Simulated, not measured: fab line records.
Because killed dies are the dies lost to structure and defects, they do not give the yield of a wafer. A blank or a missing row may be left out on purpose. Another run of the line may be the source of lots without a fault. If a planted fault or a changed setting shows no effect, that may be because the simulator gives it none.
Which of the tools did it?	flow ritCmos	Sampling: 14 lots, 42 wafers, 2 of 202 route steps

## WHAT THE GAUGES READ, wafer by wafer
The record holds no reading of a measuring or inspecting step that can be judged against a usual standard deviation.

## TOOL THAT RAN EACH LOT (tool first, then ch and the chambers of the sampled wafers, then the start)
lot	RIT_SDANNEAL_CLEAN_00	RIT_M1_PROBE_99
L758	wetBench-01 ch 0, day 3 15:37	prober-02, day 3 23:44
L761	wetBench-04 ch 1, day 4 12:56	prober-01, day 4 20:57
L762	wetBench-03 ch 0, day 4 18:07	prober-02, day 5 02:45
L763	wetBench-03 ch 2, day 4 20:59	prober-01, day 5 05:27
L764	wetBench-04 ch 2, day 5 00:56	prober-02, day 5 08:46
L765	wetBench-03 ch 1, day 5 02:32	prober-01, day 5 11:01
L766	wetBench-04 ch 1, day 5 07:52	prober-02, day 5 15:56
L767	wetBench-01 ch 0, day 5 14:03	prober-01, day 5 22:08
L768	wetBench-01 ch 3, day 5 18:25	prober-02, day 6 02:44
L769	wetBench-03 ch 2, day 5 23:55	prober-01, day 6 07:59
L770	wetBench-03 ch 1, day 6 04:14	prober-02, day 6 12:01
L775	wetBench-01 ch 3, day 7 04:47	prober-01, day 7 12:43
L776	wetBench-03 ch 1, day 7 06:10	prober-02, day 7 14:10
L777	wetBench-03 ch 0, day 7 08:08	prober-01, day 7 16:20
- RIT_SDANNEAL_CLEAN_00: cleans in SC1, time 600 s.
- RIT_M1_PROBE_99

## WHAT THE TOOLS THEMSELVES READ (means of the sampled wafers that have a number; where no wafer has one, the mark that the record gives instead)
RIT_SDANNEAL_CLEAN_00.
lot	tool	runLengthS (s)
L758	wetBench-01	625
L761	wetBench-04	627
L762	wetBench-03	625
L763	wetBench-03	635
L764	wetBench-04	626
L765	wetBench-03	627
L766	wetBench-04	625
L767	wetBench-01	626
L768	wetBench-01	627
L769	wetBench-03	635
L770	wetBench-03	635
L775	wetBench-01	626
L776	wetBench-03	591
L777	wetBench-03	590

RIT_M1_PROBE_99.
lot	tool	killedAtContacts	killedAtFrontEnd	killedDies	killedOpen	killedShort
L758	prober-02	0.0	9.3	9.3	3.0	6.3
L761	prober-01	0.0	5.3	5.3	2.0	3.3
L762	prober-02	0.0	5.3	5.3	1.7	3.7
L763	prober-01	0.0	4.0	4.0	1.0	3.0
L764	prober-02	0.3	7.7	8.0	2.7	5.3
L765	prober-01	0.0	7.7	7.7	3.0	4.7
L766	prober-02	0.7	8.3	9.0	4.3	4.0
L767	prober-01	0.0	6.3	6.3	4.0	2.3
L768	prober-02	0.0	4.3	4.3	2.7	1.7
L769	prober-01	0.0	6.0	6.0	2.7	3.3
L770	prober-02	0.0	7.7	7.7	3.3	4.3
L775	prober-01	1.0	11.3	12.3	3.7	8.0
L776	prober-02	0.3	3.7	4.0	1.7	2.0
L777	prober-01	0.0	5.0	5.0	2.3	2.7

## THE ANSWER, worked out from the rows above alone
Rule: the usual values come from the lots themselves. Put in order of their means at a reading, lots are off if they are a third of the lots or fewer, leave a main group of 4 or more, and stand apart from it by a gap of 3 or more times the standard deviation of the main group's means; of several such gaps the widest counts. Not used: any main group whose means are identical at the precision the tables above print for the reading. A lot without any number at a reading at which 4 lots or more have one is off too. Any other lot the step has rows for is counted as sound. First the gauges in route order, then the tools' own readings, where a lot's mean is used as printed above. At the first step where some lot is off, the reading lying furthest off is the one used; lots without a number count as furthest.
Off: L776, L777, at RIT_SDANNEAL_CLEAN_00 (runLengthS). Mean 628 s and standard deviation 4 in the main group.
If a tool, at that step or one of the process steps before it, ran each lot that is off and ran no sound lot following the first of them, it fits. One fits: wetBench-03 at RIT_SDANNEAL_CLEAN_00. Its last sound lot is L770 (day 6 04:14), its first lot that is off L776 (day 7 06:10): a fault that began between those two fits.
The tool's own readings at RIT_SDANNEAL_CLEAN_00 bear it out: on the lots that are off they differ by more than 5 times the standard deviation of the sound lots' means. runLengthS reads 590 s there against 628 s on the sound lots.

## WHAT WAS PUT IN BY THE SIMULATOR
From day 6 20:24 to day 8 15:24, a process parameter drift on wetBench-03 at RIT_SDANNEAL_CLEAN_00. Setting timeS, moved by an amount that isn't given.
Lots struck among those shown: L776, L777. The rule above reached the same finding.
